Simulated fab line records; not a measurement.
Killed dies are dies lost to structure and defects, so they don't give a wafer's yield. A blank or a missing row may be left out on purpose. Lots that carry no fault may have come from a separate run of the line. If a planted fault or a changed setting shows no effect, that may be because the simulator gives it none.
Comparing a struck lot with a sound one / flow berkeleyCmos170 / 44 steps out of a route of 331
Sound: the wafers L654.2, L654.4, L654.5. Wafers L659.2, L659.4 were the ones struck. The cause is given at the end.
Order at every step that has rows: each side's tool, ch and its chambers, its first start. Under that, the readings that differ: sound wafers / struck wafers / difference of the means / sigmas: that difference in standard deviations of wafers without a fault.
alike: words and numbers the same on both sides, and readings whose means are apart by under 2 such deviations; not compared: readings that were withheld, readings missing a value for some wafer, numbers with overlapping values and no deviation given by the record, and bounds like >300 which may hide the same value.
A row with sigmas, a row that says differs or no value, or rows on one side alone: a step with any of these is where the two part. Numbers that don't overlap but have no deviation are shown without sigmas and don't part them. Lack of a reading on every wafer of one side parts them only where that side has two or more wafers.

first, 4 steps without rows for these wafers: UCB170_M2_SOFTBAKE_11 (time 60 s); UCB170_M2_EXPOSE_12 (exposes mask METAL2, target cd 700 nm); UCB170_M2_PEB_13; UCB170_M2_DEVELOP_14 (develop time 45 s).
UCB170_M2_CD_MEAS_15: target cd 700 nm.
  sound on cdSem-01, day 8 21:05; struck on cdSem-02, day 10 09:44
  alike: cdNm
UCB170_M2_OVL_MEAS_16:
  sound on overlay-02, day 8 21:11; struck on overlay-02, day 10 09:51
  alike: M2_OVL
UCB170_M2_ETCH_17: etches BARC in N2/H2.
  sound on rieDiel-01 ch 1,2,3, day 8 21:13; struck on rieDiel-03 ch 0,1, day 10 09:53
  alike: drypumpMotorCurrentA, oesProductAu, throttleValvePct
UCB170_M2_METAL_ETCH_18: etches Al in Cl2/BCl3, stops on SiO2, target depth 1170 nm, time 195 s.
  sound on rieMetal-02 ch 0,1, day 8 21:16; struck on rieMetal-03 ch 1, day 10 09:55
  alike: drypumpMotorCurrentA, mfcCl2Sccm, oesProductAu, throttleValvePct
  not compared: rfHoursCounterH
UCB170_M2_STRIP_19: strips in O2.
  sound on plasmaAsher-02 ch 0,1, day 8 21:27; struck on plasmaAsher-02 ch 0,1, day 10 10:07
  alike: drypumpMotorCurrentA, oesProductAu
  not compared: rfHoursCounterH
UCB170_M2_CD_MEAS_90: target cd 700 nm.
  sound on cdSem-01, day 8 21:36; struck on cdSem-02, day 10 10:14
reading=cdNm (nm); sound=703 700 704; struck=693 693; difference=-9; sigmas=-3
UCB170_V2_CVD_00: deposits SiO2 from TEOS/O2, target thk 2000 nm, time 250 s.
  sound on pecvd-02 ch 0,1,2, day 8 21:42; struck on pecvd-01 ch 0, day 10 10:20
  alike: heaterPowerW
UCB170_V2_THK_MEAS_01:
  sound on filmMetro-03, day 8 21:52; struck on filmMetro-02, day 10 10:30
  alike: V2_TEOS_THK
UCB170_V2_CMP_02: polishes SiO2.
  sound on cmp-02 ch 1,3, day 8 21:55; struck on cmp-02 ch 2,3, day 10 10:33
reading=model.SiO2_of_V2_CVD_00.thkNm (nm); sound=1002 1000 1001; struck=923.9 924.5; difference=-76.8; sigmas=
  alike: motorCurrentA, platenRpm
UCB170_V2_BOW_MEAS_03:
  sound on filmMetro-02, day 8 22:16; struck on filmMetro-03, day 10 10:52
  alike: V2_BOW
UCB170_V2_THK_MEAS_04:
  sound on filmMetro-02, day 8 22:22; struck on filmMetro-03, day 10 10:59
reading=V2_POLISHED_THK (nm); sound=1002.2 1000.0 1000.9; struck=923.1 924.9; difference=-77.0; sigmas=-64
then, 7 steps without rows for these wafers: UCB170_V2_CLEAN_05 (cleans in DIW); UCB170_V2_HMDS_06 (prime time 60 s); UCB170_V2_COAT_07 (resist thk 900 nm); UCB170_V2_SOFTBAKE_08 (time 58.74 s); UCB170_V2_EXPOSE_09 (exposes mask VIA2, target cd 700 nm); UCB170_V2_PEB_10; UCB170_V2_DEVELOP_11 (develop time 45 s).
UCB170_V2_CD_MEAS_12: target cd 700 nm.
  sound on cdSem-02, day 8 23:58; struck on cdSem-01, day 10 14:05
  alike: cdNm
UCB170_V2_OVL_MEAS_13:
  sound on overlay-01, day 9 00:04; struck on overlay-01, day 10 14:12
  alike: V2_OVL
UCB170_V2_ETCH_14: etches SiO2 in CHF3/CF4/Ar, stops on Al, target depth 1250 nm, time 291 s.
  sound on rieDiel-02 ch 0,1, day 9 00:06; struck on rieDiel-03 ch 0,1, day 10 14:14
reading=oesProductAu (a.u.); sound=0.878 0.881 0.875; struck=0.840 0.846; difference=-0.035; sigmas=-3
reading=model.etch.depthNm (nm); sound=1002 1000 1001; struck=923.9 924.5; difference=-76.8; sigmas=
reading=model.V2.featureDepthNm (nm); sound=1002 1000 1001; struck=924 924.5; difference=-77; sigmas=
  alike: cf4FlowSccm, drypumpMotorCurrentA, mfcArSccm, throttleValvePct
  not compared: rfHoursCounterH
UCB170_V2_STRIP_15: strips in O2.
  sound on plasmaAsher-03 ch 0, day 9 00:17; struck on plasmaAsher-02 ch 0, day 10 14:24
  alike: drypumpMotorCurrentA, oesProductAu, stripTimeToEndpointS
  not compared: rfHoursCounterH
UCB170_V2_CD_MEAS_90: target cd 700 nm.
  sound on cdSem-02, day 9 00:24; struck on cdSem-02, day 10 14:31
  alike: cdNm
then, 2 steps without rows for these wafers: UCB170_M3_PRE_CLEAN_00 (preclean etch time 60 s); UCB170_M3_SPUTTER_01 (material Al, target thk 900 nm, time 120 s).
UCB170_M3_RS_MEAS_02: uses a four-point probe to measure.
  the record has rows for the sound wafers here (filmMetro-02, day 9 00:40) and none for the struck ones
UCB170_M3_THK_MEAS_03: measures by xrf.
  the record has rows for the sound wafers here (filmMetro-02, day 9 00:47) and none for the struck ones
then, 11 steps without rows for these wafers: UCB170_M3_HMDS_04 (prime time 60 s); UCB170_M3_COAT_05 (resist thk 900 nm); UCB170_M3_SOFTBAKE_06 (time 60 s); UCB170_M3_STRIP_07 (strips in O2); UCB170_M3_STRIP_08 (strips KrF in DMSO, time 600 s); UCB170_M3_COAT_09; UCB170_M3_COAT_10 (resist thk 900 nm); UCB170_M3_SOFTBAKE_11 (time 60 s); UCB170_M3_EXPOSE_12 (exposes mask METAL3, target cd 700 nm); UCB170_M3_PEB_13; UCB170_M3_DEVELOP_14 (develop time 45 s).
UCB170_M3_METAL_ETCH_18: etches Al in Cl2/BCl3, stops on SiO2, target depth 1170 nm, time 195 s.
  the record has rows for the sound wafers here (rieMetal-03 ch 1, day 9 02:56) and none for the struck ones
UCB170_M3_PROBE_99:
  the record has rows for the sound wafers here (prober-02, day 9 03:31) and none for the struck ones

== WHERE THEY PART ==
At UCB170_M2_CD_MEAS_90 first; at UCB170_M3_PROBE_99 last (within this record only).

WHY: the cause the simulator had injected
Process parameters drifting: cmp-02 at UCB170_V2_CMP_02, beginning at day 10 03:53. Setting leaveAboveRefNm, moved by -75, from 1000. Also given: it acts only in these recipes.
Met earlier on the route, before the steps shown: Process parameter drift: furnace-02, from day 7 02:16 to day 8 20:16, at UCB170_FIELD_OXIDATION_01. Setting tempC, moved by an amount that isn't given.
